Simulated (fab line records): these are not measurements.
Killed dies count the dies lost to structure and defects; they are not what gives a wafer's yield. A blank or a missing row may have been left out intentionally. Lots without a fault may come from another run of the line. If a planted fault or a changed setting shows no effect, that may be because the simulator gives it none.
Code-filled problem report in 8D (eight disciplines) form || flow berkeleyCmos170 || the parts of the form that need people (team, actions taken, sign-off) are left out

== 1. THE ISSUE ==
Mean of developerTempC at UCB170_NWELL_DEVELOP_11: 21.82 C across 6 wafers in 2 lots; on wafers with no fault it is 21.00 C (standard deviation 0.11). That puts it +7.5 standard deviations away from the usual mean.
The step: develop time 45 s.
First observed at day 5 17:00: wafer L814.2, on lithoTrack-04. Wafers with a number at this step in the record: 42, from 14 lots. Rule for "out" (also "out of limits"): further than 4 standard deviations from the usual mean. The rest of the wafers with a number are treated as sound.

== 2. WHAT IT IS AND WHAT IT IS NOT ==
{"question": "which readings at this step", "is": "developerTempC", "is not": "-"}
{"question": "which lots", "is": "L814, L815", "is not": "L798, L800, L801, L802, L804, L805, L806, L808, L809, L816, L819, L820"}
{"question": "which wafers of those lots", "is": "all that have a number", "is not": "-"}
{"question": "read on which tools", "is": "lithoTrack-04", "is not": "lithoTrack-01, lithoTrack-03"}
{"question": "when", "is": "from day 5 17:00", "is not": "up to then (27 sound wafers); but 9 sound wafers of L816, L819, L820 came after"}

== 3. THE SUSPECTS, EACH WITH WHAT RULES IT OUT ==
Counting: a tool at any process step up to the reading remains a suspect when it ran all the lots that are out and ran no sound lot after the first of those.
- lithoTrack-04 at UCB170_NWELL_DEVELOP_11 (develop time 45 s): kept. Every lot that is out went through it, starting with L814 (day 5 17:00), and after that it ran no sound lot; the last sound lot it ran before then is L808 (day 4 14:00). On those wafers its own readings are out: developerTempC.
Left after counting: lithoTrack-04 at UCB170_NWELL_DEVELOP_11.

== 4. THE CAUSE (what the simulator had put in) ==
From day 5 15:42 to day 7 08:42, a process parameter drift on lithoTrack-04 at UCB170_NWELL_DEVELOP_11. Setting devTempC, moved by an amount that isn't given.
The count eliminated every tool but this one.

== 5. THE EFFECT CHAIN, in route order ==
Rows list readings where the struck wafers' mean (over those with a number) sits beyond 3 standard deviations from the usual. Scope: only readings with a usual standard deviation given in the record; hours: median across lots of the time from each lot's start at the first step in this table that gives one to its start at this step; sigmas: change in usual standard deviations.
{"hours": 0, "step": "UCB170_NWELL_DEVELOP_11", "reading": "developerTempC", "usual": "21.00 C", "on struck wafers": 21.82, "change": "+0.82", "sigmas": "+7.5"}
Its process steps:
- UCB170_NWELL_DEVELOP_11: develop time 45 s.
Later measuring or inspecting steps at which every struck wafer that the step has a row for has a number for every such reading, and none has moved that far: UCB170_NWELL_OVL_MEAS_12.

== 6. HOW IT WOULD HAVE BEEN CAUGHT EARLIER ==
In this record the first reading out of limits was taken at day 5 17:00, 1 hour after the fault began at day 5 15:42.
